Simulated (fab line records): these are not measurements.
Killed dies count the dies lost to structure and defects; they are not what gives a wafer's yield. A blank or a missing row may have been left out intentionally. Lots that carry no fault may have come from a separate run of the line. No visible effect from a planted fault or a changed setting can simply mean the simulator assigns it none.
fab line records ; flow rit-cmos
[record] lots = 15; wafers = 45; last-day = 19
route steps=202 shown PLDD@115 NSD@141 SILICIDE@164 CONTACT@177 M1@193
lots with no fault: from the same line, run without faults
start-h: the number of hours between the record's first day and the start of the first shown wafer of the lot ; wait-h: time in hours since the lot's previous step ; " same as the row above ; L1.1+2: a single row standing in for several wafers ; - no value present, or no start provided ; * or withheld: withheld ; < > ~ a bound
route shown NAME@n: names a module that has steps shown in the file, with the first one's number in the route ; usual: the fault-free wafers' mean and standard deviation ; same: alike in all rows ; chamber/n: place in a boat ; sites: readings site by site ; _std_site: standard deviation across them ; _edge_site: the outer-site mean with the inner-site mean subtracted ; radius-mm: how far each site lies from the wafer's centre ; mask NAME#n: copy n ; behind: the tool/chamber that last shaped the wafer ; hold: why the lot went on hold/how many hours it stayed there/how the hold came to an end ; device: which transistor (n, p or np) failed to switch ; end of line: the route-end tests of the same wafers ; where a step has no rows: the recipe by itself ; killed: dies lost to structure and defects at the first sort, not the wafer's yield ; map: the dies of a wafer, with x for killed, . for not killed, _ for no die there
set.NAME: the run value of the setting; set.NAME@STEP: its run value at that earlier step ; model.NAME: the simulator's own value behind a step, which no gauge read
route steps across a sampled set of lots; one table per step, one row per wafer
[[steps]]
[step RIT_PLDD_COAT_01]
[recipe] resist = NOVOLAK; spin-rpm = 3250; resist-thk-nm = 1000
[usual] chill-plate-temp-C = 23.02/0.1; dispense-pressure-kPa = 47.2/1.5; spin-speed-rpm = 3249.5/1.8
lot.wafer;tool;chamber;start-h;wait-h;chill-plate-temp-C;dispense-pressure-kPa;spin-speed-rpm
L398.1;litho-track-03;0;43.75;0.1;23.02;45.7;3248.5
L398.2;litho-track-03;0;43.75;0.1;22.98;45.7;3249.4
L398.5;litho-track-03;0;43.75;0.1;22.87;45.7;3250.7
L399.1;litho-track-03;0;47.12;0.1;23.03;45.7;3250.1
L399.3;litho-track-03;0;47.12;0.1;22.98;45.7;3250.9
L399.4;litho-track-03;0;47.12;0.1;22.79;45.7;3250.1
L400.2;litho-track-04;0;59.29;0.1;23.13;48.5;3250.8
L400.4;litho-track-04;0;59.29;0.1;23.10;48.5;3249.6
L400.6;litho-track-04;0;59.29;0.1;23.11;48.5;3250.6
L401.1;litho-track-04;0;66.32;0.1;22.93;48.6;3251.0
L401.2;litho-track-04;0;66.32;0.1;23.06;48.5;3249.5
L401.6;litho-track-04;0;66.32;0.1;22.77;48.6;3252.5
L403.1;litho-track-03;0;75.06;0.1;23.20;45.7;3248.6
L403.4;litho-track-03;0;75.06;0.1;22.87;45.7;3250.7
L403.5;litho-track-03;0;75.06;0.1;23.03;45.7;3251.4
L404.1;litho-track-02;0;77.77;0.1;23.11;48.9;3251.6
L404.2;litho-track-02;0;77.77;0.1;23.21;48.9;3249.9
L404.4;litho-track-02;0;77.77;0.1;23.19;48.8;3249.0
L405.2;litho-track-02;0;85.43;0.1;22.92;48.9;3250.4
L405.5;litho-track-02;0;85.43;0.1;23.06;48.9;3251.0
L405.6;litho-track-02;0;85.43;0.1;22.91;48.9;3250.5
L406.1;litho-track-03;0;88.66;0.1;22.96;45.7;3251.2
L406.4;litho-track-03;0;88.66;0.1;22.89;45.7;3251.0
L406.5;litho-track-03;0;88.66;0.1;23.05;45.7;3251.8
L407.1;litho-track-02;0;103.32;0.1;22.86;48.9;3246.4
L407.2;litho-track-02;0;103.32;0.1;23.13;48.8;3249.6
L407.4;litho-track-02;0;103.32;0.1;22.99;48.9;3250.0
L414.2;litho-track-03;-;133.37;0.1;-;-;-
L414.3;litho-track-03;-;133.37;0.1;-;-;-
L414.4;litho-track-03;-;133.37;0.1;-;-;-
L415.1;litho-track-02;-;133.48;0.1;-;-;-
L415.2;litho-track-02;-;133.48;0.1;-;-;-
L415.3;litho-track-02;-;133.48;0.1;-;-;-
L416.2;litho-track-03;-;139.03;0.1;-;-;-
L416.3;litho-track-03;-;139.03;0.1;-;-;-
L416.6;litho-track-03;-;139.03;0.1;-;-;-
L419.2;litho-track-03;0;153.47;0.1;23.20;45.7;3250.0
L419.3;litho-track-03;0;153.47;0.1;22.99;45.7;3246.6
L419.6;litho-track-03;0;153.47;0.1;23.07;45.7;3248.8
L421.2;litho-track-03;0;158.84;0.1;22.85;45.7;3250.8
L421.5;litho-track-03;0;158.84;0.1;22.97;45.7;3250.2
L421.6;litho-track-03;0;158.84;0.1;22.97;45.7;3250.2
L420.2;litho-track-04;0;433.87;0.1;23.06;48.5;3249.4
L420.4;litho-track-04;0;433.87;0.1;23.06;48.5;3249.2
L420.5;litho-track-04;0;433.87;0.1;23.02;48.5;3248.0
[step RIT_PLDD_OVL_MEAS_06]
[usual] PLDD_OVL = -0.9/1.3
lot.wafer;tool;chamber;start-h;wait-h;PLDD_OVL[nm]
L398.1;overlay-01;-;44.45;-;1.4
L398.2;overlay-01;-;44.45;-;-1.1
L398.5;overlay-01;-;44.45;-;0.9
L399.1;overlay-02;-;47.94;-;0.1
L399.3;overlay-02;-;47.94;-;2.2
L399.4;overlay-02;-;47.94;-;-0.9
L400.2;overlay-01;-;60.10;-;-1.7
L400.4;overlay-01;-;60.10;-;-1.4
L400.6;overlay-01;-;60.10;-;-2.6
L401.1;overlay-01;-;67.14;-;-1.4
L401.2;overlay-01;-;67.14;-;-0.4
L401.6;overlay-01;-;67.14;-;-0.2
L403.1;overlay-02;-;75.88;-;-2.4
L403.4;overlay-02;-;75.88;-;-2.1
L403.5;overlay-02;-;75.88;-;-2.5
L404.1;overlay-02;-;78.47;-;-2.6
L404.2;overlay-02;-;78.47;-;-2.9
L404.4;overlay-02;-;78.47;-;-1.4
L405.2;overlay-01;-;86.24;-;-1.0
L405.5;overlay-01;-;86.24;-;-1.8
L405.6;overlay-01;-;86.24;-;-1.3
L406.1;overlay-01;-;89.36;-;-1.7
L406.4;overlay-01;-;89.36;-;-1.5
L406.5;overlay-01;-;89.36;-;-0.6
L407.1;overlay-02;-;104.02;-;0.2
L407.2;overlay-02;-;104.02;-;-0.6
L407.4;overlay-02;-;104.02;-;-0.4
L414.2;overlay-02;-;134.05;-;-
L414.3;overlay-02;-;134.05;-;-
L414.4;overlay-02;-;134.05;-;-
L415.1;overlay-01;-;134.33;-;-
L415.2;overlay-01;-;134.33;-;-
L415.3;overlay-01;-;134.33;-;-
L416.2;overlay-02;-;139.84;-;-
L416.3;overlay-02;-;139.84;-;-
L416.6;overlay-02;-;139.84;-;-
L419.2;overlay-02;-;154.15;-;-0.5
L419.3;overlay-02;-;154.15;-;0.7
L419.6;overlay-02;-;154.15;-;0.3
L421.2;overlay-01;-;159.64;-;1.5
L421.5;overlay-01;-;159.64;-;1.8
L421.6;overlay-01;-;159.64;-;1.7
L420.2;overlay-01;-;434.55;-;0.1
L420.4;overlay-01;-;434.55;-;-0.7
L420.5;overlay-01;-;434.55;-;-2.6
[step RIT_NSD_TW_MEAS_10]
[usual] NSD_TW = 3102/16
lot.wafer;tool;chamber;start-h;wait-h;NSD_TW
L398.1;film-metro-04;-;49.00;0.1;3100
L398.2;film-metro-04;-;49.00;0.1;3114
L398.5;film-metro-04;-;49.00;0.1;3089
L399.1;film-metro-03;-;52.49;0.1;3080
L399.3;film-metro-03;-;52.49;0.1;3085
L399.4;film-metro-03;-;52.49;0.1;3086
L400.2;film-metro-04;-;65.48;0.1;3087
L400.4;film-metro-04;-;65.48;0.1;3096
L400.6;film-metro-04;-;65.48;0.1;3087
L401.1;film-metro-03;-;71.72;0.1;3090
L401.2;film-metro-03;-;71.72;0.1;3082
L401.6;film-metro-03;-;71.72;0.1;3091
L403.1;film-metro-03;-;80.31;0.1;3113
L403.4;film-metro-03;-;80.31;0.1;3104
L403.5;film-metro-03;-;80.31;0.1;3118
L404.1;film-metro-04;-;83.64;0.1;3125
L404.2;film-metro-04;-;83.64;0.1;3120
L404.4;film-metro-04;-;83.64;0.1;3101
L405.2;film-metro-03;-;90.79;0.1;3103
L405.5;film-metro-03;-;90.79;0.1;3110
L405.6;film-metro-03;-;90.79;0.1;3116
L406.1;film-metro-03;-;93.86;0.1;3104
L406.4;film-metro-03;-;93.86;0.1;3094
L406.5;film-metro-03;-;93.86;0.1;3104
L407.1;film-metro-03;-;108.45;0.1;3087
L407.2;film-metro-03;-;108.45;0.1;3100
L407.4;film-metro-03;-;108.45;0.1;3089
L414.2;film-metro-04;-;138.88;0.1;3261
L414.3;film-metro-04;-;138.88;0.1;3273
L414.4;film-metro-04;-;138.88;0.1;3251
L415.1;film-metro-03;-;139.31;0.1;3267
L415.2;film-metro-03;-;139.31;0.1;3284
L415.3;film-metro-03;-;139.31;0.1;3260
L416.2;film-metro-03;-;144.41;0.1;3273
L416.3;film-metro-03;-;144.41;0.1;3254
L416.6;film-metro-03;-;144.41;0.1;3256
L419.2;film-metro-04;-;158.71;0.1;3094
L419.3;film-metro-04;-;158.71;0.1;3116
L419.6;film-metro-04;-;158.71;0.1;3115
L421.2;film-metro-04;-;164.07;0.1;3114
L421.5;film-metro-04;-;164.07;0.1;3102
L421.6;film-metro-04;-;164.07;0.1;3116
L420.2;film-metro-01;-;439.90;0.1;3079
L420.4;film-metro-01;-;439.90;0.1;3102
L420.5;film-metro-01;-;439.90;0.1;3093
[step RIT_SILICIDE_THK_MEAS_03]
[recipe] thk-meas-gauge = xrf; reads = Ti_of_SILICIDE_SPUTTER_01
[usual] SILICIDE_TI_THK = 30.1/0.37
lot.wafer;tool;chamber;start-h;wait-h;SILICIDE_TI_THK[nm]
L398.1;film-metro-02;-;51.79;0.1;30.1
L398.2;film-metro-02;-;51.79;0.1;29.9
L398.5;film-metro-02;-;51.79;0.1;29.9
L399.1;film-metro-03;-;55.25;0.1;30.2
L399.3;film-metro-03;-;55.25;0.1;29.8
L399.4;film-metro-03;-;55.25;0.1;30.3
L400.2;film-metro-03;-;68.28;0.1;30.4
L400.4;film-metro-03;-;68.28;0.1;30.5
L400.6;film-metro-03;-;68.28;0.1;30.4
L401.1;film-metro-02;-;74.62;0.1;30.3
L401.2;film-metro-02;-;74.62;0.1;30.5
L401.6;film-metro-02;-;74.62;0.1;30.3
L403.1;film-metro-03;-;82.98;0.1;30.3
L403.4;film-metro-03;-;82.98;0.1;30.0
L403.5;film-metro-03;-;82.98;0.1;30.4
L404.1;film-metro-02;-;86.59;0.1;29.5
L404.2;film-metro-02;-;86.59;0.1;29.6
L404.4;film-metro-02;-;86.59;0.1;29.7
L405.2;film-metro-03;-;93.46;0.1;30.2
L405.5;film-metro-03;-;93.46;0.1;29.8
L405.6;film-metro-03;-;93.46;0.1;30.4
L406.1;film-metro-02;-;96.63;0.1;29.4
L406.4;film-metro-02;-;96.63;0.1;29.6
L406.5;film-metro-02;-;96.63;0.1;29.5
L407.1;film-metro-02;-;111.51;0.1;30.1
L407.2;film-metro-02;-;111.51;0.1;30.0
L407.4;film-metro-02;-;111.51;0.1;30.1
L414.2;film-metro-02;-;141.88;0.1;29.7
L414.3;film-metro-02;-;141.88;0.1;29.8
L414.4;film-metro-02;-;141.88;0.1;29.3
L415.1;film-metro-01;-;142.11;0.1;30.2
L415.2;film-metro-01;-;142.11;0.1;29.9
L415.3;film-metro-01;-;142.11;0.1;30.5
L416.2;film-metro-01;-;147.33;0.1;30.0
L416.3;film-metro-01;-;147.33;0.1;30.3
L416.6;film-metro-01;-;147.33;0.1;30.2
L419.2;film-metro-01;-;161.38;0.1;30.0
L419.3;film-metro-01;-;161.38;0.1;30.0
L419.6;film-metro-01;-;161.38;0.1;30.0
L421.2;film-metro-01;-;166.82;0.1;30.8
L421.5;film-metro-01;-;166.82;0.1;30.7
L421.6;film-metro-01;-;166.82;0.1;30.3
L420.2;film-metro-02;-;442.76;0.1;30.7
L420.4;film-metro-02;-;442.76;0.1;30.3
L420.5;film-metro-02;-;442.76;0.1;30.5
[step RIT_CONTACT_OVL_MEAS_09]
[usual] CONTACT_OVL = -0.9/1.2
lot.wafer;tool;chamber;start-h;wait-h;CONTACT_OVL[nm]
L398.1;overlay-02;-;53.39;0.1;-1.0
L398.2;overlay-02;-;53.39;0.1;0.1
L398.5;overlay-02;-;53.39;0.1;0.3
L399.1;overlay-01;-;56.81;0.1;0.4
L399.3;overlay-01;-;56.81;0.1;-1.0
L399.4;overlay-01;-;56.81;0.1;-0.5
L400.2;overlay-01;-;69.83;0.1;-3.2
L400.4;overlay-01;-;69.83;0.1;-1.7
L400.6;overlay-01;-;69.83;0.1;-1.9
L401.1;overlay-01;-;76.24;0.1;-1.0
L401.2;overlay-01;-;76.24;0.1;-0.5
L401.6;overlay-01;-;76.24;0.1;-1.9
L403.1;overlay-02;-;84.60;0.1;0.6
L403.4;overlay-02;-;84.60;0.1;0.7
L403.5;overlay-02;-;84.60;0.1;1.3
L404.1;overlay-01;-;88.14;0.1;-2.6
L404.2;overlay-01;-;88.14;0.1;-2.9
L404.4;overlay-01;-;88.14;0.1;-4.2
L405.2;overlay-02;-;95.13;0.1;0.1
L405.5;overlay-02;-;95.13;0.1;-0.1
L405.6;overlay-02;-;95.13;0.1;-0.2
L406.1;overlay-01;-;98.26;0.1;-0.6
L406.4;overlay-01;-;98.26;0.1;0.4
L406.5;overlay-01;-;98.26;0.1;0.4
L407.1;overlay-01;-;113.07;0.1;-3.2
L407.2;overlay-01;-;113.07;0.1;-1.2
L407.4;overlay-01;-;113.07;0.1;-2.4
L414.2;overlay-02;-;143.44;0.1;-0.6
L414.3;overlay-02;-;143.44;0.1;-1.7
L414.4;overlay-02;-;143.44;0.1;-0.7
L415.1;overlay-01;-;143.67;0.1;-1.0
L415.2;overlay-01;-;143.67;0.1;-0.9
L415.3;overlay-01;-;143.67;0.1;-1.4
L416.2;overlay-02;-;148.95;0.1;-1.5
L416.3;overlay-02;-;148.95;0.1;-0.8
L416.6;overlay-02;-;148.95;0.1;-0.8
L419.2;overlay-02;-;163.01;0.1;-1.8
L419.3;overlay-02;-;163.01;0.1;-1.4
L419.6;overlay-02;-;163.01;0.1;-2.0
L421.2;overlay-01;-;168.34;0.1;0.1
L421.5;overlay-01;-;168.34;0.1;-0.8
L421.6;overlay-01;-;168.34;0.1;-1.1
L420.2;overlay-01;-;444.67;0.1;-1.1
L420.4;overlay-01;-;444.67;0.1;-1.6
L420.5;overlay-01;-;444.67;0.1;-1.0
[step RIT_M1_CD_MEAS_09]
[recipe] target-cd-nm = 2600
[usual] cd-nm = 2599.8/2.6
lot.wafer;tool;chamber;start-h;wait-h;cd-nm
L398.1;cd-sem-01;-;56.03;-;2602.1
L398.2;cd-sem-01;-;56.03;-;2602.9
L398.5;cd-sem-01;-;56.03;-;2603.2
L399.1;cd-sem-01;-;59.49;-;2602.8
L399.3;cd-sem-01;-;59.49;-;2602.1
L399.4;cd-sem-01;-;59.49;-;2600.5
L400.2;cd-sem-01;-;72.37;-;2598.2
L400.4;cd-sem-01;-;72.37;-;2596.9
L400.6;cd-sem-01;-;72.37;-;2596.2
L401.1;cd-sem-01;-;78.78;-;2602.0
L401.2;cd-sem-01;-;78.78;-;2597.8
L401.6;cd-sem-01;-;78.78;-;2601.0
L403.1;cd-sem-01;-;86.98;-;2592.4
L403.4;cd-sem-01;-;86.98;-;2596.6
L403.5;cd-sem-01;-;86.98;-;2596.2
L404.1;cd-sem-01;-;90.64;-;2601.2
L404.2;cd-sem-01;-;90.64;-;2602.5
L404.4;cd-sem-01;-;90.64;-;2602.1
L405.2;cd-sem-01;-;97.57;-;2596.1
L405.5;cd-sem-01;-;97.57;-;2594.0
L405.6;cd-sem-01;-;97.57;-;2595.5
L406.1;cd-sem-01;-;100.65;-;2603.5
L406.4;cd-sem-01;-;100.65;-;2601.0
L406.5;cd-sem-01;-;100.65;-;2600.7
L407.1;cd-sem-01;-;115.78;-;2599.4
L407.2;cd-sem-01;-;115.78;-;2601.1
L407.4;cd-sem-01;-;115.78;-;2602.1
L414.2;cd-sem-02;-;145.97;-;2601.4
L414.3;cd-sem-02;-;145.97;-;2599.9
L414.4;cd-sem-02;-;145.97;-;2601.5
L415.1;cd-sem-01;-;146.19;-;2601.9
L415.2;cd-sem-01;-;146.19;-;2600.8
L415.3;cd-sem-01;-;146.19;-;2599.7
L416.2;cd-sem-02;-;151.46;-;2599.9
L416.3;cd-sem-02;-;151.46;-;2603.5
L416.6;cd-sem-02;-;151.46;-;2602.3
L419.2;cd-sem-01;-;165.56;-;2602.0
L419.3;cd-sem-01;-;165.56;-;2603.8
L419.6;cd-sem-01;-;165.56;-;2600.8
L421.2;cd-sem-02;-;170.88;-;2602.7
L421.5;cd-sem-02;-;170.88;-;2602.2
L421.6;cd-sem-02;-;170.88;-;2602.8
L420.2;cd-sem-01;-;447.19;-;2597.9
L420.4;cd-sem-01;-;447.19;-;2596.5
L420.5;cd-sem-01;-;447.19;-;2597.4
[step RIT_M1_PROBE_99]
[usual] killed-at-contacts = 0.1/0.27; killed-at-front-end = 6/3; killed-dies = 7/3; killed-on-rim = 1.7/1.4; killed-open = 3.1/2; killed-short = 3.4/2
[same] gross-dies = 264; killed_at_M0_to_M3 = 0; killed_at_M4_up = 0; killed-at-back-side = 0; killed-at-other = 0
lot.wafer;tool;chamber;start-h;wait-h;killed-at-contacts;killed-at-front-end;killed-dies;killed-on-rim;killed-open;killed-short
L398.1;prober-01;-;58.68;0.1;1;10;11;3;5;6
L398.2;prober-01;-;58.73;0.1;0;6;6;1;5;1
L398.5;prober-01;-;58.88;0.2;1;8;9;2;6;3
L399.1;prober-02;-;62.15;0.1;0;10;10;5;5;5
L399.3;prober-02;-;62.25;0.2;0;3;3;1;1;2
L399.4;prober-02;-;62.30;0.2;0;6;6;1;3;3
L403.1;prober-02;-;89.64;0.1;0;4;4;0;0;4
L403.4;prober-02;-;89.79;0.2;0;5;5;0;3;2
L403.5;prober-02;-;89.84;0.2;0;6;6;1;2;4
L404.1;prober-01;-;93.30;0.1;0;12;12;4;4;8
L404.2;prober-01;-;93.35;0.1;0;3;3;1;1;2
L404.4;prober-01;-;93.45;0.2;0;3;3;0;2;1
L415.1;prober-01;-;148.85;0.1;0;264;264;70;6;3
L415.2;prober-01;-;148.90;0.1;0;264;264;70;4;5
L415.3;prober-01;-;148.95;0.2;0;264;264;70;3;7
L414.2;prober-02;-;150.40;0.1;0;264;264;70;1;1
L414.3;prober-02;-;150.45;0.2;0;264;264;70;4;3
L414.4;prober-02;-;150.50;0.2;0;264;264;70;2;2
L416.2;prober-01;-;154.15;0.1;0;264;264;70;1;2
L416.3;prober-01;-;154.20;0.2;0;264;264;70;6;4
L416.6;prober-01;-;154.35;0.2;0;264;264;70;3;2
// killed by level:class
L398.1 GATE:geometric-particle:short=4 GATE:geometric-particle:open=2 SPACER:geometric-particle:open=2 FOX2:geometric-particle:short=1 SILICIDE:geometric-particle:short=1 CONTACT:geometric-particle:open=1
L398.2 GATE:geometric-particle:open=3 FOX1:geometric-particle:short=1 FOX1:geometric-particle:open=1 FOX2:geometric-particle:open=1
L398.5 FOX2:geometric-particle:open=2 GATE:geometric-particle:short=2 GATE:geometric-particle:open=2 FOX1:geometric-particle:open=1 SPACER:geometric-particle:short=1 CONTACT:geometric-particle:open=1
L399.1 FOX1:geometric-particle:short=2 FOX1:geometric-particle:open=2 FOX2:geometric-particle:open=1 GATE:geometric-particle:short=1 GATE:geometric-particle:open=1 SPACER:geometric-particle:open=1 SPACER:geometric-particle:short=1 SILICIDE:geometric-particle:short=1
L399.3 FOX1:geometric-particle:open=1 GATE:geometric-particle:short=1 SILICIDE:geometric-particle:short=1
L399.4 FOX1:geometric-particle:open=2 FOX1:geometric-particle:short=1 GATE:geometric-particle:short=1 GATE:geometric-particle:open=1 SILICIDE:geometric-particle:short=1
L403.1 SILICIDE:geometric-particle:short=2 FOX2:geometric-particle:short=1 SPACER:geometric-particle:short=1
L403.4 FOX2:geometric-particle:open=1 GATE:geometric-particle:open=1 REOX:geometric-particle:short=1 SPACER:geometric-particle:open=1 SPACER:geometric-particle:short=1
L403.5 SPACER:geometric-particle:short=2 FOX1:geometric-particle:short=1 GATE:geometric-particle:short=1 REOX:geometric-particle:open=1 SPACER:geometric-particle:open=1
L404.1 SPACER:geometric-particle:short=5 SPACER:geometric-particle:open=3 FOX1:geometric-particle:short=1 GATE:geometric-particle:short=1 REOX:geometric-particle:short=1 REOX:geometric-particle:open=1
L404.2 GATE:geometric-particle:short=2 GATE:geometric-particle:open=1
L404.4 REOX:geometric-particle:open=1 SPACER:geometric-particle:short=1 SILICIDE:geometric-particle:open=1
L415.1 PLDD:area-expose=255 FOX1:geometric-particle:open=3 GATE:geometric-particle:short=2 FOX2:geometric-particle:short=1 GATE:geometric-particle:open=1 SPACER:geometric-particle:open=1 SILICIDE:geometric-particle:open=1
L415.2 PLDD:area-expose=255 GATE:geometric-particle:short=3 GATE:geometric-particle:open=2 FOX1:geometric-particle:short=1 REOX:geometric-particle:open=1 SPACER:geometric-particle:open=1 SILICIDE:geometric-particle:short=1
L415.3 PLDD:area-expose=254 GATE:geometric-particle:short=3 FOX1:geometric-particle:short=2 GATE:geometric-particle:open=2 FOX1:geometric-particle:open=1 FOX2:geometric-particle:short=1 REOX:geometric-particle:short=1
L414.2 PLDD:area-expose=262 GATE:geometric-particle:short=1 SPACER:geometric-particle:open=1
L414.3 PLDD:area-expose=257 GATE:geometric-particle:open=2 SPACER:geometric-particle:open=2 FOX1:geometric-particle:short=1 GATE:geometric-particle:short=1 SILICIDE:geometric-particle:short=1
L414.4 PLDD:area-expose=260 FOX1:geometric-particle:open=1 FOX1:geometric-particle:short=1 GATE:geometric-particle:short=1 GATE:geometric-particle:open=1
L416.2 PLDD:area-expose=261 FOX1:geometric-particle:open=1 GATE:geometric-particle:short=1 SPACER:geometric-particle:short=1
L416.3 PLDD:area-expose=254 SPACER:geometric-particle:open=3 GATE:geometric-particle:short=2 REOX:geometric-particle:open=2 SPACER:geometric-particle:short=2 GATE:geometric-particle:open=1
L416.6 PLDD:area-expose=259 FOX1:geometric-particle:short=1 FOX2:geometric-particle:open=1 GATE:geometric-particle:open=1 SPACER:geometric-particle:short=1 SPACER:geometric-particle:open=1
[[key]]
[first-sign] step = RIT_PLDD_COAT_01; reading = tool-record; direction = missing
[effect] step = RIT_PLDD_OVL_MEAS_06; reading = PLDD_OVL; direction = missing
[effect] step = RIT_NSD_TW_MEAS_10; reading = NSD_TW; direction = up; sigmas = 10; usual = 3102; struck = 3264
[effect] step = RIT_M1_PROBE_99; reading = killed-at-front-end; direction = up; sigmas = 85; usual = 6; struck = 264
[more-kills-born-at] RIT_PLDD_EXPOSE_03@iline-stepper-02 = 1553; RIT_PLDD_EXPOSE_03@iline-stepper-01 = 764
met-at RIT_PLDD_COAT_01
struck-lots L414,L415,L416
tester-left-out L414,L415,L416
not-acting-at RIT_SILICIDE_THK_MEAS_03,RIT_CONTACT_OVL_MEAS_09,RIT_M1_CD_MEAS_09
onset-between 103.32 133.37
[fault] kind = skipped-step-whole; tool = litho-track-02,litho-track-03; chamber = -; onset-h = 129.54; steps = RIT_PLDD_COAT_01; scope = struck-lots-only
// tester-left-out: of these lots the tester's yield and bins aren't shown, on N5 and GAA mostly nor the transistor test; their killed dies are dies lost to structure and defects alone, not to doping, threshold or leakage, so they don't give the yield
